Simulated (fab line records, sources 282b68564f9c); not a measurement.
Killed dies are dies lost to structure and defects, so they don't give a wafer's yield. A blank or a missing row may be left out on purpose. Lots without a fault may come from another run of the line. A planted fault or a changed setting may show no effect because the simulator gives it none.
Problem report in the 8D (eight disciplines) form, filled by code | flow rit_cmos | the parts of the form that need people (team, actions taken, sign-off) are left out

1. THE PROBLEM
cd_nm at RIT_M1_CD_MEAS_90 reads a mean of 2556.7 nm on 4 wafers of 2 lots; wafers without a fault read 2600.3 nm with a standard deviation of 2.4. That is -18 standard deviations from the usual mean.
The step: target cd 2600 nm.
First seen on wafer L608.2, day 5 18:33, on cd_sem-02. The record holds 42 wafers of 14 lots with a number at this step. Rule for "out", or "out of limits": more than 4 standard deviations from the usual mean. The other wafers with a number count as sound.

2. WHAT IT IS AND WHAT IT IS NOT
question                    | is                             | is not
which readings at this step | cd_nm                          | -
which lots                  | L608, L611                     | L596, L598, L599, L601, L603, L604, L606, L612, L613, L615, L616, L618
which wafers of those lots  | L608.2, L608.6, L611.2, L611.6 | L608.3, L611.5
read on which gauges        | cd_sem-01, cd_sem-02           | -
when                        | from day 5 18:33               | up to then (22 sound wafers); but 16 sound wafers of L611, L612, L613, L615, L616, L618 came after

3. SUSPECTS, AND WHAT RULES EACH OUT
Counting: a tool at a process step up to the reading stays a suspect if it ran every lot that is out. Sound lots after the first of them don't rule it out here, since some wafers of a struck lot are sound.
- the gauge at RIT_M1_CD_MEAS_90: ruled out. The wafers that are out were read on 2 gauges (cd_sem-01, cd_sem-02).
- plasma_asher-01 at RIT_CONTACT_STRIP_12 (strips in O2, time 187.2 s): kept. It ran every lot that is out, first L608 (day 5 15:25); its last sound lot up to then is L606 (day 5 06:28).
- rie_metal-03 at RIT_M1_METAL_ETCH_12 (etches Al in Cl2/BCl3, stops on SiO2, time 165 s, target depth 600 nm): kept. It ran every lot that is out, first L608 (day 5 18:01); its last sound lot up to then is L599 (day 4 00:17). Its own readings are out on those wafers: rf_fwd_power_W.
- Within rie_metal-03 at RIT_M1_METAL_ETCH_12: the wafers that are out ran in chamber 0; their sound lot-mates ran in chamber 1.
Left after counting: plasma_asher-01 at RIT_CONTACT_STRIP_12, rie_metal-03 at RIT_M1_METAL_ETCH_12.

4. THE CAUSE (what the simulator had put in)
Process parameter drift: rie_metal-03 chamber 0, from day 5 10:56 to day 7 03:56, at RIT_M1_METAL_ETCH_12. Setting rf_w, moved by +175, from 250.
Counting left 2 suspects, and this tool is among them.

5. THE CHAIN OF EFFECTS, in route order
Each row: a reading whose mean over the struck wafers that have a number lies more than 3 standard deviations from the usual. Only readings for which the record gives a usual standard deviation are gone through. hours: the time from each lot's start at the first step in this table that gives one to its start at this step, as a median over the lots. sigmas: the change in usual standard deviations.
hours | step                 | reading        | usual     | on struck wafers | change | sigmas
0     | RIT_M1_METAL_ETCH_12 | rf_fwd_power_W | 248.8 W   | 423.3            | +174.5 | +99 or more
1     | RIT_M1_CD_MEAS_90    | cd_nm          | 2600.3 nm | 2556.7           | -43.7  | -18
The process steps in it:
- RIT_M1_METAL_ETCH_12: etches Al in Cl2/BCl3, stops on SiO2, time 165 s, target depth 600 nm.

6. WHAT WOULD HAVE CAUGHT IT SOONER
In this record the first reading out of limits at a measuring or inspecting step was taken at day 5 18:33, 8 hours after the fault began at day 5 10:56.
The tool's own readings at RIT_M1_METAL_ETCH_12 were out on every struck wafer that the step has a row for (rf_fwd_power_W): an alarm limit on them would have fired on the first of those.
Of the lots that are out (2), L611 began RIT_M1_METAL_ETCH_12 on rie_metal-03 after day 5 18:33. A hold on the tool at that time would have spared it.
